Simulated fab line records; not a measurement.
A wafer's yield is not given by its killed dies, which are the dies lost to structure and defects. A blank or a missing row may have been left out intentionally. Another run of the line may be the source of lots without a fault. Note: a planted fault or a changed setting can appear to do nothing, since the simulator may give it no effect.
Struck lot and sound lot, side by side    flow berkeley_cmos170    20 steps out of a route of 331
Sound: the wafers L921.3, L921.4, L921.6. Struck: wafers L922.2, L922.5, L922.6. Last of all comes the cause.
Per side, at each step with rows, come the tool, then ch with its chambers, and then its first start. Under that, the readings that differ: sound wafers    struck wafers    difference of the means    sigmas: that difference in standard deviations of wafers without a fault.
alike: same words and numbers on both sides, and readings whose means sit less than 2 such deviations apart. not compared: any withheld reading, any reading some wafer has no value for, any bound like >300 that may hide the same value, and any number with overlapping values for which the record gives no deviation.
A row with sigmas, a row that says differs or no value, or rows on one side alone: a step with any of these is where the two part. Numbers that don't overlap but have no deviation are shown without sigmas and don't part them. Lack of a reading on every wafer of one side parts them only where that side has two or more wafers.

first, 4 steps without rows for these wafers: UCB170_PLDD_SOFTBAKE_02 (time 60 s); UCB170_PLDD_EXPOSE_03 (exposes mask PSELECT, target cd 1200 nm); UCB170_PLDD_PEB_04; UCB170_PLDD_DEVELOP_05 (develop time 45 s).
UCB170_PLDD_CD_MEAS_06: the cd target is 1200 nm.
  sound on cd_sem-01 at day 9 17:02; struck on cd_sem-01 at day 10 07:53
  alike: cd_nm
UCB170_PLDD_OVL_MEAS_07:
  sound on overlay-02 at day 9 17:08; struck on overlay-01 at day 10 08:00
  alike: PLDD_OVL
then, 2 steps without rows for these wafers: UCB170_PLDD_IMPLANT_08; UCB170_PLDD_IMPLANT_09.
UCB170_PLDD_STRIP_10: strips in O2.
  sound on plasma_asher-04 ch 0,1, day 9 17:29; struck on plasma_asher-02 ch 0,1, day 10 08:20
  alike: drypump_motor_current_A, oes_product_au, strip_time_to_endpoint_s
  not compared: rf_hours_counter_h
UCB170_PLDD_TW_MEAS_11:
  sound on film_metro-04 at day 9 17:35; struck on film_metro-04 at day 10 08:26
  alike: PLDD_TW
then, 2 steps without rows for these wafers: UCB170_PLDD_CLEAN_12 (cleans in SPM, time 600 s); UCB170_NLDD_HMDS_00 (prime time 60 s).
UCB170_NLDD_COAT_01: resist thk 900 nm.
  sound on litho_track-01 ch 0, day 9 17:59; struck on litho_track-02, day 10 09:04
  no value came back on the struck wafers for chill_plate_temp_C (C), dispense_pressure_kPa (kPa); on the sound wafers chill_plate_temp_C (C) reads 22.99 23.08 22.94
then, 4 steps without rows for these wafers: UCB170_NLDD_SOFTBAKE_02 (time 60 s); UCB170_NLDD_EXPOSE_03 (exposes mask NSELECT, target cd 1200 nm); UCB170_NLDD_PEB_04; UCB170_NLDD_DEVELOP_05 (develop time 45 s).
UCB170_NLDD_CD_MEAS_06: the cd target is 1200 nm.
  sound on cd_sem-02 at day 9 18:53; struck on cd_sem-01 at day 10 09:55
reading     sound                 struck  difference                     sigmas
cd_nm (nm)  1200.9 1201.3 1198.9  - - -   no value on the struck wafers  
UCB170_NLDD_OVL_MEAS_07:
  sound on overlay-01 at day 9 18:59; struck on overlay-02 at day 10 10:02
reading        sound   struck  difference                     sigmas
NLDD_OVL (nm)  3 15 2  - - -   no value on the struck wafers  
UCB170_M3_PROBE_99:
  record: rows for the struck wafers here (prober-01, day 11 19:23), none for the sound ones

== WHERE THEY PART ==
Earliest at UCB170_NLDD_COAT_01; latest, in this record, at UCB170_M3_PROBE_99.

WHY: whatever the simulator had introduced
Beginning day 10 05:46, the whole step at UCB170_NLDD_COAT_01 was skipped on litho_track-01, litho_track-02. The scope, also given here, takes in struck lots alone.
